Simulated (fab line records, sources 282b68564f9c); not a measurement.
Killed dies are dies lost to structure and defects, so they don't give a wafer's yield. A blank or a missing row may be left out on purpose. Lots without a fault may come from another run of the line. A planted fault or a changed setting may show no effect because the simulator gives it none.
Split-lot experiment | flow rit_cmos | 5 lots, 23 wafers read, on a route of 202 steps

THE SPLIT
At RIT_CONTACT_DEVELOP_07 (develop time 120 s), the setting develop_time_s was moved away from the recipe's 120 s on 8 of the 23 wafers read, by -5.8% to +14.1%. The other wafers ran this setting at the recipe's value.

FROM THE SPLIT TO THE READING: what the file shows between them, 4 steps
- RIT_CONTACT_CD_MEAS_08: target cd 1000 nm
- RIT_CONTACT_HARDBAKE_10: time 60 s
- RIT_CONTACT_ETCH_11: etches SiO2 in CHF3/CF4/Ar, stops on TiSi2, target depth 480 nm, time 320 s
- RIT_CONTACT_STRIP_12: strips in O2, time 180 s

THE READING
cd_nm, in nm, at RIT_CONTACT_CD_MEAS_90 (target cd 1000 nm). Fault-free wafers of this fab line usually give 999.6 nm, standard deviation 2.2 nm.

wafer  | tool, chamber at the split | develop_time_s as run, s | against the recipe | cd_nm, nm | against lot-mates on the recipe
L074.1 | litho_track-01, 0          | 120                      | recipe             | 1000.3    | -
L074.3 | litho_track-01, 0          | 133.3                    | +11.1%             | 1009.4    | +8.8
L074.4 | litho_track-01, 0          | 133.3                    | +11.1%             | 1011.1    | +10.5
L074.5 | litho_track-01, 0          | 120                      | recipe             | 1002.2    | -
L074.6 | litho_track-01, 0          | 120                      | recipe             | 999.2     | -
L077.1 | litho_track-01, 0          | 120                      | recipe             | 1004.5    | -
L077.2 | litho_track-01, 0          | 136.9                    | +14.1%             | 1015.5    | +12.0
L077.3 | litho_track-01, 0          | 120                      | recipe             | 1002.6    | -
L077.4 | litho_track-01, 0          | 136.9                    | +14.1%             | 1013.9    | +10.4
L077.5 | litho_track-01, 0          | 136.9                    | +14.1%             | 1015.8    | +12.2
L078.2 | litho_track-04, 0          | 120                      | recipe             | 999.4     | -
L078.3 | litho_track-04, 0          | 120                      | recipe             | 1000.3    | -
L078.6 | litho_track-04, 0          | 120                      | recipe             | 1000.2    | -
L080.2 | litho_track-02, 0          | 120                      | recipe             | 998.3     | -
L080.3 | litho_track-02, 0          | 120                      | recipe             | 997.2     | -
L080.4 | litho_track-02, 0          | 120                      | recipe             | 999.5     | -
L080.5 | litho_track-02, 0          | 120                      | recipe             | 997.0     | -
L080.6 | litho_track-02, 0          | 120                      | recipe             | 999.1     | -
L084.2 | litho_track-01, 0          | 120                      | recipe             | 1002.4    | -
L084.3 | litho_track-01, 0          | 120                      | recipe             | 1000.3    | -
L084.4 | litho_track-01, 0          | 113                      | -5.8%              | 996.7     | -4.6
L084.5 | litho_track-01, 0          | 113                      | -5.8%              | 997.0     | -4.3
L084.6 | litho_track-01, 0          | 113                      | -5.8%              | 996.7     | -4.6

THE FIT
A straight line over all 23 wafers: cd_nm changes by +0.945 nm for each +1% of develop_time_s; r = +0.95; the points scatter about the line by 2 nm.
The same after taking each lot's own level away (the mean of its wafers on the recipe; 23 wafers): +0.825 nm for each +1%; r = +0.98; scatter 0.93 nm.
On that fit, the largest move of develop_time_s shifts the reading by 12 nm.
The lots' own levels span 998.22 to 1003.55 nm, that is 2.4 times the standard deviation above.
So the lot-to-lot level changes the slope: the two fits differ.
Check: with one of the wafers moved furthest among these (+14.1%) left out of the fit, the line predicts +11.6 nm for it against its lot-mates. It came out at +12 nm against them.

OTHER SPLITS ON THESE WAFERS
These wafers also went through other splits before the reading. Each is held against what the fit with the lots' levels taken away leaves over:
other split on the same wafers | wafers away from the commonest value | r with cd_nm (lot level and that fit taken away)
RIT_NSD_IMPLANT_08 energy_kev  | 5                                    | -0.32
RIT_SILICIDE_SPUTTER_01 time_s | 7                                    | -0.26
RIT_CONTACT_CVD_00 time_s      | 9                                    | -0.41

THE WHOLE CHAIN: every reading that the file lists as answering this split, in the file's order
step                   | what it does                                                                | reading                                                        | change (the file's fit)               | r (the file's)
RIT_CONTACT_CD_MEAS_08 | target cd 1000 nm                                                           | cd_nm                                                          | +0.841 nm for each +1% of the setting | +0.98
RIT_CONTACT_ETCH_11    | etches SiO2 in CHF3/CF4/Ar, stops on TiSi2, target depth 480 nm, time 320 s | CONTACT.cd_nm (the simulator's own value, which no gauge read) | +0.841 nm for each +1% of the setting | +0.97
RIT_CONTACT_CD_MEAS_90 | target cd 1000 nm                                                           | cd_nm                                                          | +0.835 nm for each +1% of the setting | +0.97

THE FILE'S OWN FIT
cd_nm changes by +0.835 nm for each +1% of develop_time_s, r = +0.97.
